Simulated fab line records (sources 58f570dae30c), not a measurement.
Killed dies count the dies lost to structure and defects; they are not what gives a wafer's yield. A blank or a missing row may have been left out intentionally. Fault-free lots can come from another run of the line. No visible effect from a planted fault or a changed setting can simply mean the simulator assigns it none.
What tool caused it?	flow berkeley cmos170	42 wafers from 14 lots sampled at 3 of the route's 331 steps

## WHAT EACH GAUGE READ, for each wafer
UCB170_NSD_TW_MEAS_10.
lot	measured	on	NSD_TW
L765	day 7 08:39	film metro-04	4164 4164 4155
L763	day 7 08:46	film metro-02	4249 4247 4234
L770	day 8 09:52	film metro-01	4206 4214 4217
L769	day 8 10:29	film metro-01	4223 4212 4190
L771	day 8 15:33	film metro-01	4239 4185 4203
L772	day 8 15:52	film metro-02	4265 4244 4253
L774	day 9 10:03	film metro-02	4222 4233 4214
L776	day 9 14:43	film metro-01	4206 4218 4208
L777	day 10 05:09	film metro-02	4191 4212 4200
L778	day 10 06:03	film metro-04	4167 4198 4208
L781	day 10 15:40	film metro-01	4194 4212 4198
L784	day 11 06:50	film metro-01	4229 4193 4198
L783	day 11 06:38	film metro-02	4245 4232 4208
L782	day 11 06:46	film metro-02	4240 4235 4237

UCB170_SILICIDE_RS_MEAS_02: uses a four-point probe to measure.
lot	measured	on	SILICIDE_TI_RS (ohm/sq)
L765	day 7 12:04	film metro-04	26.0 25.9 25.6
L763	day 7 11:54	film metro-03	25.8 25.6 25.5
L770	day 8 11:44	film metro-04	26.6 26.1 26.6
L769	day 8 12:15	film metro-01	26.2 26.2 26.6
L771	day 8 17:22	film metro-03	26.0 25.9 26.4
L772	day 8 17:44	film metro-01	26.1 25.8 25.6
L774	day 9 11:48	film metro-03	25.7 25.9 25.6
L776	day 9 17:35	film metro-03	25.8 25.5 25.6
L777	day 10 07:11	film metro-04	27.2 26.6 26.8
L778	day 10 07:43	film metro-04	25.9 25.8 25.9
L781	day 10 17:20	film metro-01	26.3 26.2 26.3
L784	day 11 08:58	film metro-01	26.5 25.8 26.4
L783	day 11 08:37	film metro-03	25.7 25.8 25.7
L782	day 11 08:59	film metro-03	26.0 25.6 25.8

## TOOL THAT RAN EACH LOT (tool first, then ch and the chambers of the sampled wafers, then the start)
lot	UCB170_PSD_EXPOSE_03
L765	krf scanner-01 ch 0, day 7 03:49
L763	krf scanner-01 ch 0, day 7 04:33
L770	krf scanner-02 ch 0, day 8 07:05
L769	krf scanner-01 ch 0, day 8 07:23
L771	krf scanner-02 ch 0, day 8 12:35
L772	krf scanner-01 ch 0, day 8 12:55
L774	krf scanner-01 ch 0, day 9 07:31
L776	krf scanner-01 ch 0, day 9 11:43
L777	krf scanner-01, day 10 00:56
L778	krf scanner-01, day 10 01:07
L781	krf scanner-01 ch 0, day 10 13:10
L784	krf scanner-01 ch 0, day 11 00:58
L783	krf scanner-02 ch 0, day 11 01:12
L782	krf scanner-01 ch 0, day 11 01:29
- UCB170_PSD_EXPOSE_03: exposes mask PSELECT MOD, target cd 1200 nm.

## WHAT THE TOOLS THEMSELVES READ (means of the sampled wafers that have a number; where no wafer has one, the mark that the record gives instead)
UCB170_PSD_EXPOSE_03.
lot	tool	exposure dose mJ cm2	focus offset nm (nm)
L765	krf scanner-01	30.013	0.7
L763	krf scanner-01	29.998	0.3
L770	krf scanner-02	30.004	-0.8
L769	krf scanner-01	30.046	-0.5
L771	krf scanner-02	29.966	-0.1
L772	krf scanner-01	29.945	-0.4
L774	krf scanner-01	30.005	0.1
L776	krf scanner-01	30.010	-0.2
L777	krf scanner-01	-	-
L778	krf scanner-01	-	-
L781	krf scanner-01	30.010	0.2
L784	krf scanner-01	30.018	0.0
L783	krf scanner-02	29.974	-0.2
L782	krf scanner-01	30.031	0.3

## THE ANSWER, worked out from the rows above alone
Rule: the lots themselves supply what counts as usual. Put in order of their means at a reading, lots are off if they are a third of the lots or fewer, leave a main group of 4 or more, and stand apart from it by a gap of 3 or more times the standard deviation of the main group's means; of several such gaps the widest counts. If all means in a main group match to the digits the tables above print for the reading, that group is not used. A lot without any number at a reading at which 4 lots or more have one is off too. Any other lot the step has rows for is counted as sound. First the gauges in route order, then the tools' own readings, where a lot's mean is used as printed above. At the first step where some lot is off, the reading lying furthest off is the one used; lots without a number count as furthest.
Off, at UCB170_PSD_EXPOSE_03 on exposure dose mJ cm2: L777, L778. Without a number there: L777, L778. Mean 30.002 and standard deviation 0.027 in the main group.
If a tool, at that step or one of the process steps before it, ran each lot that is off and ran no sound lot following the first of them, it fits. Of those tried, none fits.

## WHAT HAD BEEN PUT IN BY THE SIMULATOR
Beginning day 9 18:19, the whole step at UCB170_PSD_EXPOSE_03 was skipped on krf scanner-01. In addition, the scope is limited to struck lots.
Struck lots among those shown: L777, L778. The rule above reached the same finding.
